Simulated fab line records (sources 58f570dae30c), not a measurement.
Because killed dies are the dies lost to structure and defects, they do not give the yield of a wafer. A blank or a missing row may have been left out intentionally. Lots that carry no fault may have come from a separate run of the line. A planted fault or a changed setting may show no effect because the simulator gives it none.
What tool caused it? | flow berkeley_cmos170 | Sampling: 7 lots, 21 wafers, 2 of 331 route steps

## WHAT THE GAUGES READ, wafer by wafer
UCB170_M2_RS_MEAS_02: the measuring method here is four-point-probe.
lot  | measured     | on            | M2_AL_RS (ohm/sq)
L995 | day 8 19:56  | film_metro-04 | 0.0311 0.0318 0.0328
L999 | day 9 10:37  | film_metro-03 | 0.0319 0.0319 0.0316
L101 | day 9 23:10  | film_metro-04 | 0.0323 0.0323 0.0324
L102 | day 10 09:52 | film_metro-03 | 0.0319 0.0323 0.0325
L110 | day 11 20:05 | film_metro-04 | 0.0602 0.0607 0.0609
L116 | day 12 21:12 | film_metro-04 | 0.0320 0.0319 0.0319
L117 | day 12 23:49 | film_metro-03 | 0.0315 0.0323 0.0318

## WHAT TOOL EACH LOT RAN ON (gives the tool, then ch and the chambers of the sampled wafers, and finally the start)
lot  | UCB170_M2_SPUTTER_01
L995 | pvd_sputter-03, day 8 19:49
L999 | pvd_sputter-03, day 9 10:29
L101 | pvd_sputter-04, day 9 23:04
L102 | pvd_sputter-01, day 10 09:47
L110 | pvd_sputter-04, day 11 20:01
L116 | pvd_sputter-01, day 12 21:07
L117 | pvd_sputter-01, day 12 23:43
- UCB170_M2_SPUTTER_01: material Al, target thk 900 nm, time 120 s.

## THE ANSWER, worked out from the rows above alone
Rule: the usual values come from the lots themselves. Put in order of their means at a reading, lots are off if they are a third of the lots or fewer, leave a main group of 4 or more, and stand apart from it by a gap of 3 or more times the standard deviation of the main group's means; of several such gaps the widest counts. If all means in a main group match to the digits the tables above print for the reading, that group is not used. A lot without any number at a reading at which 4 lots or more have one is off too. All remaining lots with rows at the step are treated as sound.
Off: L110, seen at UCB170_M2_RS_MEAS_02 (M2_AL_RS). The main group: mean 0.0320 ohm/sq, standard deviation 0.0002.
A tool fits if, at a process step before that reading, it ran every lot that is off, and no sound lot after the first of them. Gauges at UCB170_M2_RS_MEAS_02: tried the same way as those tools. One fits: pvd_sputter-04 at UCB170_M2_SPUTTER_01. Its last sound lot is L101 (day 9 23:04), its first lot that is off L110 (day 11 20:01): a fault that began between those two fits.

## WHAT WAS PUT IN BY THE SIMULATOR
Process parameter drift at UCB170_M2_SPUTTER_01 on pvd_sputter-04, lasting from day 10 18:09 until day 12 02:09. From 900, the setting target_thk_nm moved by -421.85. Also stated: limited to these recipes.
Shown lots that were struck: L110. The rule above found the same.
